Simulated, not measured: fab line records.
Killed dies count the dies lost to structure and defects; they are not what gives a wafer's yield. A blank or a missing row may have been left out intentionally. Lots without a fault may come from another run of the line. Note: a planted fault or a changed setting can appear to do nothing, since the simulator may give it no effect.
Code-filled problem report in 8D (eight disciplines) form -- flow berkeley-cmos170 -- the parts of the form that need people (team, actions taken, sign-off) are left out

1. WHAT WENT WRONG
spin-speed-rpm at UCB170_CONTACT_COAT_10 reads a mean of 1388.8 rpm on 6 wafers of 2 lots; wafers without a fault read 1499.9 rpm with a standard deviation of 0.96. That is -99 or more standard deviations from the usual mean.
The step: resist thk 900 nm.
First observed at day 9 23:00: wafer L826.2, on litho-track-03. The record holds 18 wafers of 6 lots with a number at this step. Rule for "out", or "out of limits": more than 4 standard deviations from the usual mean. The rest of the wafers with a number are treated as sound.

2. WHAT IT IS; WHAT IT IS NOT
question,is,is not
which readings at this step,spin-speed-rpm,resist-line-temp-C
which lots,"L826, L828","L812, L813, L832, L833"
which wafers of those lots,all that have a number,-
read on which tools,litho-track-03,"litho-track-01, litho-track-02"
when,from day 9 23:00,"up to then (6 sound wafers); but 6 sound wafers of L832, L833 came after"

3. SUSPECTS, AND WHAT RULES EACH OUT
Counting: a tool stays on the suspect list if, at a process step up to the reading, it processed all lots that are out and no sound lot following the first of them.
- litho-track-03 at UCB170_CONTACT_COAT_10 (resist thk 900 nm): kept. Every lot that is out went through it, starting with L826 (day 9 23:00), and after that it ran no sound lot; the last sound lot it ran before then is L813 (day 7 00:00). Out on those wafers are its own readings of spin-speed-rpm.
Left after counting: litho-track-03 at UCB170_CONTACT_COAT_10.

4. THE CAUSE (what the simulator had put in)
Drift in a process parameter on litho-track-03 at UCB170_CONTACT_COAT_10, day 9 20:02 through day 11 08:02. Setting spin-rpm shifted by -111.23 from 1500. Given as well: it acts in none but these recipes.
Only this tool survived the counting.

5. THE EFFECT CHAIN, in route order
Rows list readings where the struck wafers' mean (over those with a number) sits beyond 3 standard deviations from the usual. Only readings whose record carries a usual standard deviation are examined. hours: median over the lots of the time between each lot's start at the first step of this table that gives one and its start at this step. sigmas: the change, counted in usual standard deviations.
hours,step,reading,usual,on struck wafers,change,sigmas
0,UCB170_CONTACT_COAT_10,spin-speed-rpm,1499.9 rpm,1388.8,-111.1,-99 or more
Here are the process steps it includes:
- UCB170_CONTACT_COAT_10: resist thk 900 nm.
At these later measuring or inspecting steps, every struck wafer for which the step has a row has a number for every such reading, and none has moved that far: UCB170_CONTACT_CD_MEAS_15, UCB170_CONTACT_OVL_MEAS_16.

6. HOW IT WOULD HAVE BEEN CAUGHT EARLIER
First out-of-limits reading in this record: day 9 23:00, which is 3 hours after fault onset at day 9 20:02.
